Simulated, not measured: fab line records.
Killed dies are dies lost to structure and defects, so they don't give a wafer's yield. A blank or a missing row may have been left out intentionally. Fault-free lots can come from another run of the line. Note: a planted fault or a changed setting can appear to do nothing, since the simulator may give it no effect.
fab line records    flow ritCmos
record: lots: 14  wafers: 42  lastDay: 7
route steps=202 shown SILICIDE@161
lots that met no fault: taken from a fault-free run of the same line
startH: hours from the record's opening day to when the first of the lot's shown wafers began    waitH: time in hours since the lot's previous step    " repeats the value in the row above    L1.1+2: several wafers, shown together as one row    - either no value or no given start    * or withheld: withheld    < > ~ a bound
route shown NAME@n: a module of which the file shows steps, and the number in the route of the first    usual: mean/standard deviation of fault-free wafers    same: alike in all rows    chamber/n: place in a boat    sites: readings site by site    _std_site: how widely they spread, as a standard deviation    _edge_site: the outer-site mean with the inner-site mean subtracted    radiusMm: how far each site lies from the wafer's centre    mask NAME#n: copy n    behind: tool/chamber where the wafer was last shaped    hold: cause of the lot's hold/its duration in hours/its outcome    device: which transistor (n, p or np) failed to switch    end of line: the tests these same wafers got at the end of their route    a step without rows: its recipe alone    killed: dies lost to structure and defects at the first sort, not the wafer's yield    map: the dies of a wafer, with x for killed, . for not killed, _ for no die there
set.NAME: the setting that was run; set.NAME@STEP: the one run at that earlier step    model.NAME: the simulator's own value behind a step, which no gauge read
route steps across a sampled set of lots; one table per step, one row per wafer
services: the hour from which a tool's chamber was out of use, counted from the record's first day as startH (under 0 if before that day), plus the number of hours and why
== steps ==
step: RIT_SILICIDE_WET_ETCH_00
recipe: chemistry: BOE  target: SiO2  targetDepthNm: 14  timeS: 15  dry: n2Spin  dilution: 10:1  tempC: 21.5
usual: bathHeatDutyPct: 1.7/0.42  tempC: 21.51/0.1
lot.wafer  tool         chamber  startH  waitH  bathHeatDutyPct  tempC
L866.1     wetBench-03  0        59.23   0.1    1.4              21.44
L866.2     "            0        "       "      1.2              21.55
L866.5     "            0        "       "      1.7              21.53
L867.3     wetBench-01  1        61.98   0.1    2.1              21.14
L867.4     "            1        "       "      2.0              21.45
L867.6     "            1        "       "      1.8              21.44
L868.1     wetBench-03  1        65.37   0.1    1.6              21.58
L868.3     "            1        "       "      2.1              21.40
L868.4     "            1        "       "      1.7              21.32
L869.2     wetBench-03  3        70.65   0.1    2.1              21.46
L869.5     "            3        "       "      1.4              21.49
L869.6     "            3        "       "      1.3              21.32
L871.3     wetBench-01  2        82.68   0.1    1.9              21.55
L871.5     "            2        "       "      2.1              21.54
L871.6     "            2        "       "      2.1              21.53
L872.2     wetBench-01  3        91.78   0.1    1.7              21.54
L872.3     "            3        "       "      1.7              21.43
L872.6     "            3        "       "      2.2              21.45
L873.2     wetBench-01  0        94.68   0.1    1.7              21.61
L873.3     "            0        "       "      1.2              21.63
L873.6     "            0        "       "      1.7              21.57
L876.2     wetBench-01  0        108.02  0.1    1.3              21.47
L876.3     "            0        "       "      1.6              21.55
L876.4     "            0        "       "      1.4              21.53
L879.3     wetBench-03  1        119.58  0.1    -                -
L879.5     "            1        "       "      -                -
L879.6     "            1        "       "      -                -
L880.2     wetBench-02  3        125.61  0.1    -                -
L880.3     "            3        "       "      -                -
L880.5     "            3        "       "      -                -
L884.1     wetBench-01  1        144.15  0.1    1.8              21.60
L884.2     "            1        "       "      2.4              21.35
L884.4     "            1        "       "      2.3              21.54
L885.1     wetBench-03  1        149.77  0.1    2.6              21.42
L885.4     "            1        "       "      2.1              21.43
L885.6     "            1        "       "      2.0              21.52
L887.1     wetBench-02  3        159.67  0.1    1.9              21.55
L887.4     "            3        "       "      1.1              21.68
L887.6     "            3        "       "      1.8              21.49
L888.2     wetBench-01  0        164.61  0.1    1.9              21.58
L888.4     "            0        "       "      1.3              21.34
L888.6     "            0        "       "      1.7              21.49
== services ==
tool         chamber  startH  hours  kind
wetBench-03  -        82.26   4.4    pm
wetBench-02  -        91.05   1.9    pm
wetBench-01  -        115.11  4.1    repair
== key ==
firstSign: step: RIT_SILICIDE_WET_ETCH_00  reading: toolRecord  direction: missing
effect none on later readings
metAt RIT_SILICIDE_WET_ETCH_00
struckLots L879,L880
laterRowsLeftOut L879.3,L879.5,L879.6,L880.2,L880.3,L880.5
sortLeftOut L879.3,L879.5,L879.6,L880.2,L880.3,L880.5
testerLeftOut L879,L880
onsetBetween 70.65 119.58
fault: kind: skippedStepWhole  tool: wetBench-02,wetBench-03  chamber: -  onsetH: 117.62  steps: RIT_SILICIDE_WET_ETCH_00  scope: struckLotsOnly
testerLeftOut: of these lots the tester's yield and bins aren't shown, on N5 and GAA mostly nor the transistor test; their killed dies are dies lost to structure and defects alone, not to doping, threshold or leakage, so they don't give the yield
sortLeftOut: the simulated sort isn't trusted on such a fault, so these wafers' sort isn't shown, and their yield isn't known
laterRowsLeftOut: the simulator's readings of these wafers behind a module that went badly wrong aren't trusted and aren't shown, but for the sort
